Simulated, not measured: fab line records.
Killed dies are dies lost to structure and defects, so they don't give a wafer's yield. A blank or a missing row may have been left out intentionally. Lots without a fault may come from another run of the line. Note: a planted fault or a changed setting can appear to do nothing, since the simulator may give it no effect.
fab line records	flow berkeley_cmos170
record: lots: 5	wafers: 23
route steps=331 shown M3@310
start_h: the number of hours between the record's first day and the start of the first shown wafer of the lot	wait_h: hours elapsed since this lot's preceding step	" the same as in the row above	L1.1+2: a single row standing in for several wafers	- no value present, or no start provided	* or withheld: withheld	< > ~ a bound
route shown NAME@n: names a module that has steps shown in the file, with the first one's number in the route	usual: the fault-free wafers' mean and standard deviation	same: alike in all rows	chamber/n: place in a boat	sites: each site's reading	_std_site: how widely they spread, as a standard deviation	_edge_site: the outer-site mean with the inner-site mean subtracted	radius_mm: how far each site lies from the wafer's centre	mask NAME#n: copy n	behind: the tool/chamber that last shaped the wafer	hold: why the lot was held/for how many hours/how that ended	device: the transistor (n, p or np) that didn't switch	end of line: tests run on the same wafers once the route is complete	step lacking rows: just its recipe	killed: count of dies lost to structure and defects at first sort (not the wafer's yield)	map: shows each die of a wafer: x if killed, . if not, _ if none is there
set.NAME: the setting the step ran with; set.NAME@STEP: the setting that earlier step ran with	model.NAME: the simulator's own value behind a step, which no gauge read
one table per step and one row per wafer, for lots whose settings were changed on purpose
== steps ==
step: UCB170_M3_SPUTTER_01
recipe: material: Al	target_thk_nm: 900	time_s: 120	power_w: 6000	chamber_pressure_pa: 0.5
lot.wafer	tool	chamber	start_h	wait_h	set.time_s	model.Al_of_M3_SPUTTER_01.thk_nm
L076.1	pvd_sputter-03	-	231.54	0.0	120	893.4
L076.4	"	-	"	"	120	895.8
L076.6	"	-	"	"	120	895.7
L079.1	pvd_sputter-01	-	266.00	0.0	120	892.8
L079.2	"	-	"	"	120	892.3
L079.3	"	-	"	"	105.9	799.7
L079.4	"	-	"	"	120	894.9
L079.5	"	-	"	"	105.9	780.4
L084.1	pvd_sputter-04	-	274.74	0.0	120	884.9
L084.2	"	-	"	"	124.6	939.2
L084.4	"	-	"	"	120	892
L084.5	"	-	"	"	124.6	935.6
L084.6	"	-	"	"	124.6	937.6
L081.1	pvd_sputter-03	-	274.86	0.0	135	1022
L081.2	"	-	"	"	135	1013
L081.3	"	-	"	"	120	898.1
L081.5	"	-	"	"	135	1017
L081.6	"	-	"	"	120	901.6
L082.2	pvd_sputter-01	-	278.40	0.0	120	883.5
L082.3	"	-	"	"	120	878.8
L082.4	"	-	"	"	120	894.5
L082.5	"	-	"	"	120	879.2
L082.6	"	-	"	"	120	884.9
step: UCB170_M3_RS_MEAS_02
recipe: thk_meas_gauge: four-point-probe	reads: Al_of_M3_SPUTTER_01
usual: M3_AL_RS: 0.0324/0.00034
lot.wafer	tool	chamber	start_h	wait_h	set.time_s@M3_SPUTTER_01	M3_AL_RS[ohm/sq]
L076.1	film_metro-01	-	231.62	0.0	120	0.0325
L076.4	"	-	"	"	120	0.0323
L076.6	"	-	"	"	120	0.0323
L079.1	film_metro-01	-	266.09	0.0	120	0.0325
L079.2	"	-	"	"	120	0.0324
L079.3	"	-	"	"	105.9	0.0363
L079.4	"	-	"	"	120	0.0324
L079.5	"	-	"	"	105.9	0.0372
L084.1	film_metro-02	-	274.82	0.0	120	0.0328
L084.2	"	-	"	"	124.6	0.0308
L084.4	"	-	"	"	120	0.0324
L084.5	"	-	"	"	124.6	0.0309
L084.6	"	-	"	"	124.6	0.0309
L081.1	film_metro-04	-	274.94	0.0	135	0.0282
L081.2	"	-	"	"	135	0.0285
L081.3	"	-	"	"	120	0.0322
L081.5	"	-	"	"	135	0.0283
L081.6	"	-	"	"	120	0.0320
L082.2	film_metro-02	-	278.50	0.1	120	0.0327
L082.3	"	-	"	"	120	0.0330
L082.4	"	-	"	"	120	0.0324
L082.5	"	-	"	"	120	0.0329
L082.6	"	-	"	"	120	0.0327
step: UCB170_M3_THK_MEAS_03
recipe: thk_meas_gauge: xrf	reads: Al_of_M3_SPUTTER_01
usual: M3_AL_THK: 894/9.7
lot.wafer	tool	chamber	start_h	wait_h	set.time_s@M3_SPUTTER_01	M3_AL_THK[nm]
L076.1	film_metro-01	-	231.74	0.1	120	894
L076.4	"	-	"	"	120	890
L076.6	"	-	"	"	120	890
L079.1	film_metro-01	-	266.21	0.1	120	894
L079.2	"	-	"	"	120	893
L079.3	"	-	"	"	105.9	799
L079.4	"	-	"	"	120	898
L079.5	"	-	"	"	105.9	781
L084.1	film_metro-02	-	274.94	0.1	120	888
L084.2	"	-	"	"	124.6	934
L084.4	"	-	"	"	120	888
L084.5	"	-	"	"	124.6	935
L084.6	"	-	"	"	124.6	939
L081.1	film_metro-04	-	275.06	0.1	135	1028
L081.2	"	-	"	"	135	1012
L081.3	"	-	"	"	120	903
L081.5	"	-	"	"	135	1018
L081.6	"	-	"	"	120	908
L082.2	film_metro-02	-	278.61	0.1	120	880
L082.3	"	-	"	"	120	878
L082.4	"	-	"	"	120	891
L082.5	"	-	"	"	120	879
L082.6	"	-	"	"	120	888
step: UCB170_M3_EXPOSE_12
recipe: mask_id: METAL3	target_cd_nm: 700	na: 0.5	sigma_outer: 0.6	source_shape: conventional	dose_mj: 26
lot.wafer	tool	chamber	start_h	wait_h	mask	set.dose_mj
L076.1+4+6	krf_scanner-01	0	232.98	-	METAL3#0	26
L079.1+2	krf_scanner-02	0	270.64	-	METAL3#0	26
L079.3+4+5	"	0	"	"	METAL3#0	24.93
L084.1+4+6	krf_scanner-02	0	277.30	-	METAL3#0	25.34
L084.2+5	"	0	"	"	METAL3#0	26
L081.1+3+6	krf_scanner-01	0	277.54	-	METAL3#0	24.94
L081.2+5	"	0	"	"	METAL3#0	26
L082.2+3+4+5+6	krf_scanner-02	0	-	-	METAL3#0	26
step: UCB170_M3_PEB_13
recipe: peb_temp_c: 130	peb_time_s: withheld	resist: KrF
step: UCB170_M3_DEVELOP_14
recipe: developer: TMAH	develop_time_s: 45	resist: KrF	dev_temp_c: 21
step: UCB170_M3_CD_MEAS_15
recipe: target_cd_nm: 700
usual: cd_nm: 699.8/1.3
lot.wafer	tool	chamber	start_h	wait_h	set.dose_mj@M3_EXPOSE_12	cd_nm
L076.1	cd_sem-01	-	233.48	-	26	700.5
L076.4	"	-	"	"	26	700.2
L076.6	"	-	"	"	26	699.6
L079.1	cd_sem-01	-	271.77	-	26	701.4
L079.2	"	-	"	"	26	699.7
L079.3	"	-	"	"	24.93	707.1
L079.4	"	-	"	"	24.93	705.9
L079.5	"	-	"	"	24.93	706.9
L084.1	cd_sem-01	-	278.02	-	25.34	703.9
L084.2	"	-	"	"	26	699.6
L084.4	"	-	"	"	25.34	704.0
L084.5	"	-	"	"	26	700.1
L084.6	"	-	"	"	25.34	703.5
L081.1	cd_sem-01	-	278.30	-	24.94	707.0
L081.2	"	-	"	"	26	699.5
L081.3	"	-	"	"	24.94	706.3
L081.5	"	-	"	"	26	699.1
L081.6	"	-	"	"	24.94	708.7
L082.2	cd_sem-01	-	283.21	-	26	701.5
L082.3	"	-	"	"	26	701.6
L082.4	"	-	"	"	26	701.8
L082.5	"	-	"	"	26	701.1
L082.6	"	-	"	"	26	700.5
step: UCB170_M3_ETCH_17
recipe: chemistry: N2/H2	target_depth_a: withheld	overetch_a: withheld	target: BARC	time_s: withheld	source_w: 500	bias_w: 100	pressure_mtorr: 30	n2_flow_sccm: 100	h2_flow_sccm: 200
lot.wafer	tool	chamber	start_h	wait_h	set.bias_w	set.dose_mj@M3_EXPOSE_12	model.M3.cd_nm
L076.1	rie_diel-02	1	233.63	0.0	100	26	700
L076.4	"	0	"	"	100	26	699.2
L076.6	"	2	"	"	100	26	699.4
L079.1	rie_diel-01	1	271.93	0.0	100	26	700.6
L079.2	"	0	"	"	100	26	700.9
L079.3	"	3	"	"	100	24.93	707.4
L079.4	"	2	"	"	100	24.93	707.2
L079.5	"	1	"	"	100	24.93	706.1
L084.1	rie_diel-04	2	278.18	0.0	100	25.34	701.9
L084.2+5	"	0,3	"	"	100	26	698.9
L084.4	"	1	"	"	100	25.34	702.8
L084.6	"	0	"	"	100	25.34	703
L081.1	rie_diel-01	2	278.46	0.0	100	24.94	708.3
L081.2	"	1	"	"	93.33	26	699.3
L081.3	"	3	"	"	93.33	24.94	706.1
L081.5	"	2	"	"	93.33	26	700.6
L081.6	"	3	"	"	100	24.94	709.1
L082.2	rie_diel-04	1	283.35	0.0	103.4	26	700.3
L082.3	"	0	"	"	100	26	701.1
L082.4	"	2	"	"	100	26	700.8
L082.5	"	1	"	"	100	26	700.1
L082.6	"	2	"	"	103.4	26	699.3
== key ==
split: step: UCB170_M3_SPUTTER_01	setting: time_s	stated: 120	by: wafer
response: step: UCB170_M3_SPUTTER_01	reading: model.Al_of_M3_SPUTTER_01.thk_nm	change: +9.28	per: 1%	r: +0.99
response: step: UCB170_M3_RS_MEAS_02	reading: M3_AL_RS	change: -0.000336	per: 1%	r: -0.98
response: step: UCB170_M3_THK_MEAS_03	reading: M3_AL_THK	change: +9.2	per: 1%	r: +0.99
split: step: UCB170_M3_EXPOSE_12	setting: dose_mj	stated: 26	by: wafer
response: step: UCB170_M3_CD_MEAS_15	reading: cd_nm	change: -1.7	per: 1%	r: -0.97
response: step: UCB170_M3_ETCH_17	reading: model.M3.cd_nm	change: -1.67	per: 1%	r: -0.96
split: step: UCB170_M3_ETCH_17	setting: bias_w	stated: 100	by: wafer
response none clear
